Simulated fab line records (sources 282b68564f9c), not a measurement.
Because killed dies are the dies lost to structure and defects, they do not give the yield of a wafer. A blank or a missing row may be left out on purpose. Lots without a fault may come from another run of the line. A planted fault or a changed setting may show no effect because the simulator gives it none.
One fault through the eyes of 2 desks :: flow rit-cmos :: only its own numbers are on each desk; what lay behind them is given at the end

THE METROLOGY DESK
Means of the sampled wafers that have a number, per lot and without regard to the tool the lot ran on: this is what the gauges read. The brackets show how far a lot's mean lies from the usual mean; more than 4 standard deviations puts the lot out of limits, marked OUT.
Columns: A = ACTIVE_OXIDE_THK at RIT_ACTIVE_THK_MEAS_02, usual 46.5 nm; B = REOX_OXIDE_THK at RIT_REOX_THK_MEAS_04, usual 25.2 nm
lot: L591
first seen here: day 1 12:03
A: 46.8
B: 25.0

lot: L592
first seen here: day 1 17:34
A: 47.0
B: 26.1

lot: L593
first seen here: day 1 22:04
A: 46.6
B: 25.6

lot: L595
first seen here: day 2 08:37
A: 47.0
B: 25.3

lot: L597
first seen here: day 2 20:44
A: 46.0
B: 25.3

lot: L600
first seen here: day 3 10:38
A: 46.0
B: 25.7

lot: L601
first seen here: day 3 14:13
A: 45.3
B: 25.1

lot: L602
first seen here: day 3 19:33
A: 46.4
B: 25.2

lot: L603
first seen here: day 4 00:57
A: 46.3
B: 24.8

lot: L604
first seen here: day 4 05:03
A: 46.2
B: -

lot: L605
first seen here: day 4 10:38
A: 47.6
B: -

lot: L606
first seen here: day 4 16:26
A: 46.7
B: 25.2

lot: L608
first seen here: day 5 01:03
A: 46.5
B: 24.5

lot: L614
first seen here: day 6 07:19
A: 47.2
B: 25.6
This desk's finding: nothing out of limits on any of the 14 lots.

TOOL OWNER'S DESK, litho-track-02
The tool's own readings at RIT_GATE_DEVELOP_15 (develop time 50 s): means of the sampled wafers that have a number, for each lot that ran on this tool. The brackets show how far a lot's mean lies from the usual mean; more than 4 standard deviations puts the lot out of limits, marked OUT.
Columns: A = chill-plate-temp-C at RIT_GATE_DEVELOP_15, usual 22.99 C
lot: L593
first seen here: day 3 01:00
A: 22.92

lot: L595
first seen here: day 3 14:00
A: 23.06

lot: L600
first seen here: day 4 13:00
A: 22.90

lot: L602
first seen here: day 4 22:00
A: 23.03

lot: L603
first seen here: day 5 01:00
A: 22.96
This desk's finding: nothing out of limits on any of the 5 lots.

BROUGHT TOGETHER
Nothing out of limits was seen by the metrology desk.
Nothing out of limits was seen by the tool owner's desk.

WHAT WAS PUT IN BY THE SIMULATOR
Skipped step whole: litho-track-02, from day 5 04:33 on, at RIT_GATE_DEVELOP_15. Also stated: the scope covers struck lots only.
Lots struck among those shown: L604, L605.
